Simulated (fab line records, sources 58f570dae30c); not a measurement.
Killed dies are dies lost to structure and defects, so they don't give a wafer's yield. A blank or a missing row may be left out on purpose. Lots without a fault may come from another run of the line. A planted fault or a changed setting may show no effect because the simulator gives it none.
fab line records | flow berkeley_cmos170
record lots=5 wafers=23
route steps=331 shown PLDD@148 NLDD@161 SPACER@171 NSD@195 BACKSIDE@199 SDANNEAL@205 SILICIDE@211 CONTACT@217
start_h: hours from the record's first day to the start of the lot's first wafer shown | wait_h: hours since the lot's step before | " the same as in the row above | L1.1+2: a row that stands for several wafers | - no value, or no start given | * or withheld: withheld | < > ~ a bound
route shown NAME@n: a module of which the file shows steps, and the number in the route of the first | usual: mean/standard deviation of fault-free wafers | same: alike in all rows | chamber/n: place in a boat | sites: the reading at each site | _std_site: their standard deviation | _edge_site: outer sites' mean less inner sites' | radius_mm: how far each site lies from the wafer's centre | mask NAME#n: copy n | behind: the tool/chamber that last shaped the wafer | hold: why the lot was held/for how many hours/how that ended | device: the transistor (n, p or np) that didn't switch | end of line: the same wafers' tests at the end of the route | a step without rows: its recipe alone | killed: dies lost to structure and defects at the first sort, not the wafer's yield | map: a wafer's dies, x killed, . not, _ none there
set.NAME: the setting as run; set.NAME@STEP: as run at that earlier step | model.NAME: the simulator's own value behind a step, which no gauge read
lots whose settings were changed on purpose; a table a step, a row a wafer
## steps
# step UCB170_PLDD_EXPOSE_03
# recipe mask_id=PSELECT na=0.5 sigma_outer=0.6 source_shape=conventional target_cd_nm=1200 dose_mj=30
# columns lot.wafer tool chamber start_h wait_h mask set.dose_mj
L074.1+3 krf_scanner-01 0 136.83 0.1 PSELECT#0 30
L074.2+4+6 " 0 " " PSELECT#0 27.84
L079.1+3+6 krf_scanner-01 0 - - PSELECT#0 32.25
L079.2+5 " 0 " " PSELECT#0 30
L081.1+2+5 krf_scanner-02 0 187.81 0.2 PSELECT#0 30
L081.3+6 " 0 " " PSELECT#0 29.17
L083.2+3+4+5+6 krf_scanner-01 0 188.09 0.2 PSELECT#0 30
L085.4+5+6 krf_scanner-01 0 200.63 0.2 PSELECT#0 30
# step UCB170_PLDD_PEB_04
# recipe peb_temp_c=130 peb_time_s=withheld resist=KrF
# step UCB170_PLDD_DEVELOP_05
# recipe developer=TMAH develop_time_s=45 resist=KrF dev_temp_c=21
# step UCB170_PLDD_CD_MEAS_06
# recipe target_cd_nm=1200
# usual cd_nm=1199.1/1.4
# columns lot.wafer tool chamber start_h wait_h set.dose_mj@PLDD_EXPOSE_03 cd_nm
L074.1 cd_sem-02 - 137.56 - 30 1202.6
L074.2 " - " " 27.84 1188.1
L074.3 " - " " 30 1202.4
L074.4 " - " " 27.84 1190.3
L074.6 " - " " 27.84 1189.1
L079.1 cd_sem-02 - 171.02 - 32.25 1210.0
L079.2 " - " " 30 1199.3
L079.3 " - " " 32.25 1211.5
L079.5 " - " " 30 1199.1
L079.6 " - " " 32.25 1211.6
L081.1 cd_sem-01 - 188.20 - 30 1198.0
L081.2 " - " " 30 1197.2
L081.3 " - " " 29.17 1192.4
L081.5 " - " " 30 1199.3
L081.6 " - " " 29.17 1193.7
L083.2 cd_sem-02 - 188.48 - 30 1199.0
L083.3 " - " " 30 1197.0
L083.4 " - " " 30 1199.4
L083.5 " - " " 30 1197.7
L083.6 " - " " 30 1199.7
L085.4 cd_sem-01 - 201.05 - 30 1200.4
L085.5 " - " " 30 1198.9
L085.6 " - " " 30 1199.3
# step UCB170_NLDD_EXPOSE_03
# recipe mask_id=NSELECT na=0.5 sigma_outer=0.6 source_shape=conventional target_cd_nm=1200 dose_mj=30
# columns lot.wafer tool chamber start_h wait_h mask set.dose_mj
L074.1+3+4 krf_scanner-01 0 139.37 0.1 NSELECT#0 30
L074.2+6 " 0 " " NSELECT#0 29.37
L079.1+3 krf_scanner-01 0 172.82 0.5 NSELECT#0 31.79
L079.2+5+6 " 0 " " NSELECT#0 30
L081.1+3+5 krf_scanner-02 0 189.47 0.1 NSELECT#0 28.83
L081.2+6 " 0 " " NSELECT#0 30
L083.2+3+4+5+6 krf_scanner-02 0 189.95 0.1 NSELECT#0 30
L085.4+5+6 krf_scanner-01 0 202.94 0.1 NSELECT#0 30
# step UCB170_NLDD_PEB_04
# recipe peb_temp_c=130 peb_time_s=withheld resist=KrF
# step UCB170_NLDD_DEVELOP_05
# recipe developer=TMAH develop_time_s=45 resist=KrF dev_temp_c=21
# step UCB170_NLDD_CD_MEAS_06
# recipe target_cd_nm=1200
# usual cd_nm=1199.3/1.3
# columns lot.wafer tool chamber start_h wait_h set.dose_mj@NLDD_EXPOSE_03 cd_nm
L074.1 cd_sem-02 - 140.13 - 30 1199.7
L074.2 " - " " 29.37 1194.0
L074.3 " - " " 30 1200.1
L074.4 " - " " 30 1198.5
L074.6 " - " " 29.37 1196.5
L079.1 cd_sem-02 - 173.75 - 31.79 1210.0
L079.2 " - " " 30 1199.1
L079.3 " - " " 31.79 1210.1
L079.5 " - " " 30 1199.6
L079.6 " - " " 30 1198.1
L081.1 cd_sem-02 - 190.15 - 28.83 1191.5
L081.2 " - " " 30 1196.6
L081.3 " - " " 28.83 1191.0
L081.5 " - " " 28.83 1190.3
L081.6 " - " " 30 1198.1
L083.2 cd_sem-01 - 190.34 - 30 1198.4
L083.3 " - " " 30 1198.0
L083.4 " - " " 30 1198.5
L083.5 " - " " 30 1198.1
L083.6 " - " " 30 1198.7
L085.4 cd_sem-01 - 203.45 - 30 1199.4
L085.5 " - " " 30 1199.5
L085.6 " - " " 30 1199.0
# step UCB170_SPACER_CVD_00
# recipe material=SiO2 target_thk_nm=376 temp_c=390 precursor=TEOS/O2 time_s=47 rf_w=550 pressure_mtorr=9000
# columns lot.wafer tool chamber start_h wait_h set.time_s model.SiO2_of_SPACER_CVD_00.thk_nm
L074.1 pecvd-01 2 141.15 0.0 47 380.9
L074.2 " 0 " " 42.35 341.8
L074.3 " 1 " " 42.35 340.6
L074.4 " 0 " " 47 384.8
L074.6 " 2 " " 42.35 351
L079.1 pecvd-02 0 174.54 0.0 47 378.2
L079.2 " 2 " " 51.91 410.8
L079.3 " 1 " " 47 377.6
L079.5 " 2 " " 47 377.3
L079.6 " 0 " " 51.91 418.2
L081.1 pecvd-01 1 191.19 0.0 47 373.6
L081.2 " 2 " " 48.86 387
L081.3 " 0 " " 48.86 391.2
L081.5 " 0 " " 47 383.2
L081.6 " 2 " " 47 380.2
L083.2 pecvd-02 1 191.19 0.0 44.25 347.4
L083.3 " 1 " " 47 372.5
L083.4 " 2 " " 44.25 350.2
L083.5 " 2 " " 47 371.7
L083.6 " 1 " " 44.25 353.1
L085.4 pecvd-04 1 204.21 0.0 47 375.8
L085.5 " 0 " " 47 374.9
L085.6 " 2 " " 47 378.3
# step UCB170_SPACER_THK_MEAS_01
# recipe reads=SiO2_of_SPACER_CVD_00
# usual SPACER_TEOS_THK=376/4.7
# columns lot.wafer tool chamber start_h wait_h set.time_s@SPACER_CVD_00 SPACER_TEOS_THK[nm]
L074.1 film_metro-04 - 141.19 0.0 47 381
L074.2 " - " " 42.35 342
L074.3 " - " " 42.35 340
L074.4 " - " " 47 385
L074.6 " - " " 42.35 351
L079.1 film_metro-04 - 174.58 0.0 47 378
L079.2 " - " " 51.91 411
L079.3 " - " " 47 378
L079.5 " - " " 47 377
L079.6 " - " " 51.91 418
L081.1 film_metro-01 - 191.24 0.0 47 374
L081.2 " - " " 48.86 387
L081.3 " - " " 48.86 391
L081.5 " - " " 47 383
L081.6 " - " " 47 380
L083.2 film_metro-02 - 191.27 0.1 44.25 347
L083.3 " - " " 47 373
L083.4 " - " " 44.25 350
L083.5 " - " " 47 372
L083.6 " - " " 44.25 353
L085.4 film_metro-01 - 204.26 0.0 47 376
L085.5 " - " " 47 375
L085.6 " - " " 47 379
# step UCB170_SPACER_ANNEAL_02
# recipe temp_c=900 time_s=1800 ambient=N2
# step UCB170_SPACER_ETCHBACK_03
# recipe stop_on=Si target=SiO2 chemistry=CHF3/CF4/Ar CHF3_flow_sccm=50 cf4_flow_sccm=10 Ar_flow_sccm=120 pressure_mtorr=200 rf_w=500 target_depth_a=3760 time_s=100
# columns lot.wafer tool chamber start_h wait_h set.time_s@SPACER_CVD_00 model.etch.depth_nm
L074.1+4 rie_diel-01 0,1 142.84 0.1 47 -
L074.2 " 3 " " 42.35 341.8
L074.3 " 2 " " 42.35 -
L074.6 " 0 " " 42.35 351
L079.1 rie_diel-04 1 180.89 0.1 47 378.2
L079.2 " 3 " " 51.91 410.8
L079.3 " 2 " " 47 377.6
L079.5 " 1 " " 47 377.3
L079.6 " 2 " " 51.91 418.2
L083.2+4 rie_diel-04 3,2 196.82 0.1 44.25 -
L083.3 " 0 " " 47 372.5
L083.5 " 0 " " 47 371.7
L083.6 " 3 " " 44.25 353.1
L081.1 rie_diel-02 0 196.84 0.1 47 373.6
L081.2+3 " 2,1 " " 48.86 -
L081.5 " 1 " " 47 -
L081.6 " 0 " " 47 380.2
L085.4 rie_diel-02 0 209.25 0.0 47 375.8
L085.5 " 3 " " 47 374.9
L085.6 " 1 " " 47 378.3
# step UCB170_NSD_IMPLANT_08
# recipe species=P dose_cm2=3e+15 energy_kev=40 tilt_deg=7
# columns lot.wafer tool chamber start_h wait_h set.energy_kev model.implant.rp_nm model.implant.drp_nm
L074.1+2 implanter-01 0 148.90 0.0 39.2 46.79 20.8
L074.3+4+6 " 0 " " 40 47.72 21.16
L079.1+2 implanter-01 0 185.15 0.0 38.94 47.69 20.68
L079.3+5+6 " 0 " " 40 48.97 21.16
L083.2+4+5 implanter-01 0 200.08 0.0 38.41 45.96 20.44
L083.3+6 " 0 " " 40 47.83 21.16
L081.1+2+6 implanter-02 0 200.33 0.0 42.29 50.09 22.18
L081.3+5 " 0 " " 40 47.41 21.16
L085.4+5+6 implanter-04 0 215.67 0.1 40 48.66 21.16
# step UCB170_NSD_STRIP_09
# recipe chemistry=O2 power_w=400 pressure_mtorr=3500 platen_temp_c=withheld o2_flow_sccm=400 overash_fraction=0.5
# usual strip_time_to_endpoint_s=35.82/0.083
# columns lot.wafer tool chamber start_h wait_h set.energy_kev@NSD_IMPLANT_08 strip_time_to_endpoint_s
L074.1 plasma_asher-03 1 149.05 0.1 39.2 35.63
L074.2 " 0 " " 39.2 35.65
L074.3 " 0 " " 40 35.99
L074.4 " 1 " " 40 35.92
L074.6 " 1 " " 40 35.92
L079.1 plasma_asher-03 1 185.30 0.1 38.94 35.37
L079.2 " 0 " " 38.94 35.38
L079.3 " 0 " " 40 35.87
L079.5 " 1 " " 40 35.82
L079.6 " 0 " " 40 35.80
L083.2 plasma_asher-01 1 200.20 0.1 38.41 35.23
L083.3 " 0 " " 40 35.84
L083.4 " 1 " " 38.41 35.30
L083.5 " 0 " " 38.41 35.22
L083.6 " 1 " " 40 35.80
L081.1 plasma_asher-04 1 200.48 0.1 42.29 36.49
L081.2 " 0 " " 42.29 36.58
L081.3 " 0 " " 40 35.82
L081.5 " 1 " " 40 35.72
L081.6 " 0 " " 42.29 36.56
L085.4 plasma_asher-01 0 215.78 0.1 40 35.75
L085.5 " 1 " " 40 35.82
L085.6 " 0 " " 40 35.78
# step UCB170_NSD_TW_MEAS_10
# usual NSD_TW=4157/27
# columns lot.wafer tool chamber start_h wait_h set.energy_kev@NSD_IMPLANT_08 NSD_TW
L074.1 film_metro-03 - 149.15 0.1 39.2 4158
L074.2 " - " " 39.2 4169
L074.3 " - " " 40 4182
L074.4 " - " " 40 4179
L074.6 " - " " 40 4193
L079.1 film_metro-02 - 185.40 0.1 38.94 4129
L079.2 " - " " 38.94 4114
L079.3 " - " " 40 4169
L079.5 " - " " 40 4159
L079.6 " - " " 40 4167
L083.2 film_metro-04 - 200.31 0.1 38.41 4112
L083.3 " - " " 40 4138
L083.4 " - " " 38.41 4074
L083.5 " - " " 38.41 4104
L083.6 " - " " 40 4126
L081.1 film_metro-03 - 200.58 0.1 42.29 4244
L081.2 " - " " 42.29 4258
L081.3 " - " " 40 4183
L081.5 " - " " 40 4178
L081.6 " - " " 42.29 4260
L085.4 film_metro-04 - 215.87 0.1 40 4145
L085.5 " - " " 40 4169
L085.6 " - " " 40 4151
# step UCB170_NSD_CLEAN_11
# recipe chemistry=SPM temp_c=120 time_s=600
# step UCB170_BACKSIDE_HMDS_00
# recipe prime_time_s=62.24 prime_temp_c=100
# step UCB170_SDANNEAL_RTA_01
# recipe temp_c=1050 time_s=5 ambient=N2
# step UCB170_SDANNEAL_RS_MEAS_03
# recipe thk_meas_gauge=four-point-probe
# usual NSD_RS=37.23/0.085
# columns lot.wafer tool chamber start_h wait_h set.energy_kev@NSD_IMPLANT_08 NSD_RS[ohm/sq]
L074.1 film_metro-02 - 150.61 0.1 39.2 37.33
L074.2 " - " " 39.2 37.46
L074.3 " - " " 40 37.18
L074.4 " - " " 40 37.15
L074.6 " - " " 40 37.19
L079.1 film_metro-02 - 186.96 0.1 38.94 37.45
L079.2 " - " " 38.94 37.47
L079.3 " - " " 40 37.03
L079.5 " - " " 40 37.10
L079.6 " - " " 40 37.16
L083.2 film_metro-03 - 201.62 0.1 38.41 37.62
L083.3 " - " " 40 37.18
L083.4 " - " " 38.41 37.66
L083.5 " - " " 38.41 37.67
L083.6 " - " " 40 37.22
L081.1 film_metro-02 - 201.96 0.1 42.29 36.67
L081.2 " - " " 42.29 36.55
L081.3 " - " " 40 37.18
L081.5 " - " " 40 37.17
L081.6 " - " " 42.29 36.66
L085.4 film_metro-03 - 217.11 0.1 40 37.37
L085.5 " - " " 40 37.30
L085.6 " - " " 40 37.17
# step UCB170_SILICIDE_SPUTTER_01
# recipe material=Ti target_thk_nm=30 time_s=25 power_w=1500 chamber_pressure_pa=0.5
# columns lot.wafer tool chamber start_h wait_h set.power_w model.Ti_of_SILICIDE_SPUTTER_01.thk_nm
L074.1+6 pvd_sputter-01 - 151.04 0.0 1500 30.23
L074.2 " - " " 1339 26.71
L074.3 " - " " 1500 29.72
L074.4 " - " " 1339 26.6
L079.1 pvd_sputter-01 - 187.39 0.0 1438 28.69
L079.2 " - " " 1438 28.7
L079.3 " - " " 1500 29.93
L079.5 " - " " 1438 29.17
L079.6 " - " " 1500 29.99
L083.2 pvd_sputter-02 - 202.02 0.0 1424 28.69
L083.3 " - " " 1424 28.89
L083.4 " - " " 1424 28.84
L083.5 " - " " 1500 30.47
L083.6 " - " " 1500 30.15
L081.1 pvd_sputter-04 - 202.39 0.0 1637 33.02
L081.2 " - " " 1637 33.09
L081.3 " - " " 1500 30.55
L081.5 " - " " 1500 30.62
L081.6 " - " " 1500 30.19
L085.4 pvd_sputter-04 - 217.49 0.0 1500 29.91
L085.5 " - " " 1500 30.3
L085.6 " - " " 1500 30.47
# step UCB170_SILICIDE_RS_MEAS_02
# recipe thk_meas_gauge=four-point-probe reads=Ti_of_SILICIDE_SPUTTER_01
# usual SILICIDE_TI_RS=25.95/0.29
# columns lot.wafer tool chamber start_h wait_h set.power_w@SILICIDE_SPUTTER_01 SILICIDE_TI_RS[ohm/sq]
L074.1 film_metro-01 - 151.07 0.0 1500 25.82
L074.2 " - " " 1339 29.89
L074.3 " - " " 1500 26.39
L074.4 " - " " 1339 30.06
L074.6 " - " " 1500 25.84
L079.1 film_metro-01 - 187.42 0.0 1438 27.49
L079.2 " - " " 1438 27.48
L079.3 " - " " 1500 26.15
L079.5 " - " " 1438 26.94
L079.6 " - " " 1500 26.11
L083.2 film_metro-04 - 202.07 0.0 1424 27.61
L083.3 " - " " 1424 27.40
L083.4 " - " " 1424 27.42
L083.5 " - " " 1500 25.71
L083.6 " - " " 1500 26.00
L081.1 film_metro-03 - 202.42 0.0 1637 23.37
L081.2 " - " " 1637 23.28
L081.3 " - " " 1500 25.59
L081.5 " - " " 1500 25.47
L081.6 " - " " 1500 25.92
L085.4 film_metro-03 - 217.57 0.1 1500 26.18
L085.5 " - " " 1500 25.87
L085.6 " - " " 1500 25.71
# step UCB170_SILICIDE_THK_MEAS_03
# recipe thk_meas_gauge=xrf reads=Ti_of_SILICIDE_SPUTTER_01
# usual SILICIDE_TI_THK=30.24/0.29
# columns lot.wafer tool chamber start_h wait_h set.power_w@SILICIDE_SPUTTER_01 SILICIDE_TI_THK[nm]
L074.1 film_metro-01 - 151.19 0.1 1500 30.32
L074.2 " - " " 1339 26.79
L074.3 " - " " 1500 29.76
L074.4 " - " " 1339 26.74
L074.6 " - " " 1500 30.34
L079.1 film_metro-01 - 187.54 0.1 1438 28.81
L079.2 " - " " 1438 28.83
L079.3 " - " " 1500 30.05
L079.5 " - " " 1438 29.24
L079.6 " - " " 1500 30.16
L083.2 film_metro-04 - 202.18 0.1 1424 28.67
L083.3 " - " " 1424 28.89
L083.4 " - " " 1424 28.90
L083.5 " - " " 1500 30.46
L083.6 " - " " 1500 30.22
L081.1 film_metro-03 - 202.54 0.1 1637 33.01
L081.2 " - " " 1637 32.98
L081.3 " - " " 1500 30.52
L081.5 " - " " 1500 30.61
L081.6 " - " " 1500 30.18
L085.4 film_metro-03 - 217.66 0.1 1500 30.00
L085.5 " - " " 1500 30.51
L085.6 " - " " 1500 30.65
# step UCB170_CONTACT_CVD_01
# recipe material=PSG target_thk_nm=700 temp_c=450 precursor=SiH4/O2/PH3 time_s=2820 pressure_mtorr=300 sih4_flow_sccm=60 o2_flow_sccm=90 ph3_flow_sccm=25
# columns lot.wafer tool chamber start_h wait_h set.sih4_flow_sccm model.PSG_of_CONTACT_CVD_01.thk_nm
L074.1 - - - 0.3 60 704.8
L074.2 " - " " 60 705.1
L074.3+6 " - " " 60 700.6
L074.4 " - " " 60 707.7
L079.1 - - - 0.8 68.18 730.9
L079.2 " - " " 68.18 729.8
L079.3 " - " " 68.18 725.7
L079.5 " - " " 68.18 731.6
L079.6 " - " " 68.18 731.5
L083.2 - - - 0.4 60 694.1
L083.3 " - " " 60 695.5
L083.4 " - " " 60 691.3
L083.5 " - " " 60 693.9
L083.6 " - " " 60 693.8
L081.1 - - - 0.9 53.49 670.5
L081.2 " - " " 53.49 665.2
L081.3 " - " " 53.49 668.9
L081.5 " - " " 53.49 671.1
L081.6 " - " " 53.49 671.8
L085.4 lpcvd-01 1 218.91 1.0 60 703.3
L085.5 " 1 " " 60 704
L085.6 " 1 " " 60 701.4
# step UCB170_CONTACT_THK_MEAS_02
# recipe reads=PSG_of_CONTACT_CVD_01
# usual CONTACT_PSG_THK=701/4.9
# columns lot.wafer tool chamber start_h wait_h set.sih4_flow_sccm@CONTACT_CVD_01 CONTACT_PSG_THK[nm]
L074.1 film_metro-03 - - - 60 705
L074.2 " - " " 60 705
L074.3 " - " " 60 701
L074.4 " - " " 60 708
L074.6 " - " " 60 701
L079.1 film_metro-01 - - - 68.18 731
L079.2 " - " " 68.18 730
L079.3 " - " " 68.18 725
L079.5 " - " " 68.18 732
L079.6 " - " " 68.18 732
L083.2 film_metro-02 - - - 60 694
L083.3 " - " " 60 696
L083.4 " - " " 60 691
L083.5 " - " " 60 694
L083.6 " - " " 60 694
L081.1 film_metro-02 - - - 53.49 670
L081.2 " - " " 53.49 665
L081.3 " - " " 53.49 669
L081.5 " - " " 53.49 671
L081.6 " - " " 53.49 672
L085.4 film_metro-03 - 220.73 0.0 60 703
L085.5 " - " " 60 704
L085.6 " - " " 60 701
# step UCB170_CONTACT_PEB_13
# recipe peb_temp_c=130 peb_time_s=withheld resist=KrF
# columns lot.wafer tool chamber start_h wait_h set.peb_temp_c
L074.1+3+4 litho_track-02 0 156.75 0.1 131.1
L074.2+6 " 0 " " 130
L079.1+2+6 litho_track-03 0 193.26 0.4 133.6
L079.3+5 " 0 " " 130
L083.2+5+6 litho_track-03 0 207.76 0.9 130
L083.3+4 " 0 " " 127.1
L081.1+2+3+5+6 litho_track-02 0 208.78 0.4 130
L085.4+5+6 litho_track-03 0 222.33 0.1 130
# step UCB170_CONTACT_DEVELOP_14
# recipe developer=TMAH develop_time_s=45 resist=KrF dev_temp_c=21
# step UCB170_CONTACT_CD_MEAS_15
# recipe target_cd_nm=700
# usual cd_nm=699.5/1.4
# columns lot.wafer tool chamber start_h wait_h set.peb_temp_c@CONTACT_PEB_13 cd_nm
L074.1 cd_sem-01 - 157.02 - 131.1 706.0
L074.2 " - " " 130 699.4
L074.3 " - " " 131.1 704.9
L074.4 " - " " 131.1 705.0
L074.6 " - " " 130 699.8
L079.1 cd_sem-02 - 193.53 - 133.6 719.6
L079.2 " - " " 133.6 720.1
L079.3 " - " " 130 697.6
L079.5 " - " " 130 698.1
L079.6 " - " " 133.6 718.6
L083.2 cd_sem-01 - 208.03 - 130 700.9
L083.3 " - " " 127.1 678.9
L083.4 " - " " 127.1 678.1
L083.5 " - " " 130 700.5
L083.6 " - " " 130 700.5
L081.1 cd_sem-01 - 209.06 - 130 700.2
L081.2 " - " " 130 700.4
L081.3 " - " " 130 700.8
L081.5 " - " " 130 700.8
L081.6 " - " " 130 700.2
L085.4 cd_sem-01 - 222.59 - 130 699.4
L085.5 " - " " 130 700.6
L085.6 " - " " 130 699.7
## key
split step=UCB170_PLDD_EXPOSE_03 setting=dose_mj stated=30 by=wafer
response step=UCB170_PLDD_CD_MEAS_06 reading=cd_nm change=+1.72 per=1% r=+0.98
split step=UCB170_NLDD_EXPOSE_03 setting=dose_mj stated=30 by=wafer
response step=UCB170_NLDD_CD_MEAS_06 reading=cd_nm change=+1.81 per=1% r=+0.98
split step=UCB170_SPACER_CVD_00 setting=time_s stated=47 by=wafer
response step=UCB170_SPACER_CVD_00 reading=model.SiO2_of_SPACER_CVD_00.thk_nm change=+3.63 per=1% r=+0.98
response step=UCB170_SPACER_THK_MEAS_01 reading=SPACER_TEOS_THK change=+3.62 per=1% r=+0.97
response step=UCB170_SPACER_ETCHBACK_03 reading=model.etch.depth_nm change=+3.48 per=1% r=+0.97
split step=UCB170_NSD_IMPLANT_08 setting=energy_kev stated=40 by=wafer
response step=UCB170_NSD_IMPLANT_08 reading=model.implant.rp_nm change=+0.47 per=1% r=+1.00
response step=UCB170_NSD_IMPLANT_08 reading=model.implant.drp_nm change=+0.179 per=1% r=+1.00
response step=UCB170_NSD_STRIP_09 reading=strip_time_to_endpoint_s change=* per=1% r=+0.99
response step=UCB170_NSD_TW_MEAS_10 reading=NSD_TW change=+12 per=1% r=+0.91
response step=UCB170_SDANNEAL_RS_MEAS_03 reading=NSD_RS change=-0.106 per=1% r=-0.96
split step=UCB170_SILICIDE_SPUTTER_01 setting=power_w stated=1500 by=wafer
response step=UCB170_SILICIDE_SPUTTER_01 reading=model.Ti_of_SILICIDE_SPUTTER_01.thk_nm change=+0.3 per=1% r=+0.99
response step=UCB170_SILICIDE_RS_MEAS_02 reading=SILICIDE_TI_RS change=-0.319 per=1% r=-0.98
response step=UCB170_SILICIDE_THK_MEAS_03 reading=SILICIDE_TI_THK change=+0.298 per=1% r=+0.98
split step=UCB170_CONTACT_CVD_01 setting=sih4_flow_sccm stated=60 by=lot
response step=UCB170_CONTACT_CVD_01 reading=model.PSG_of_CONTACT_CVD_01.thk_nm change=+2.45 per=1% r=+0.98
response step=UCB170_CONTACT_THK_MEAS_02 reading=CONTACT_PSG_THK change=+2.46 per=1% r=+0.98
split step=UCB170_CONTACT_PEB_13 setting=peb_temp_c stated=130 by=wafer
response step=UCB170_CONTACT_CD_MEAS_15 reading=cd_nm change=+8.52 per=1% r=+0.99
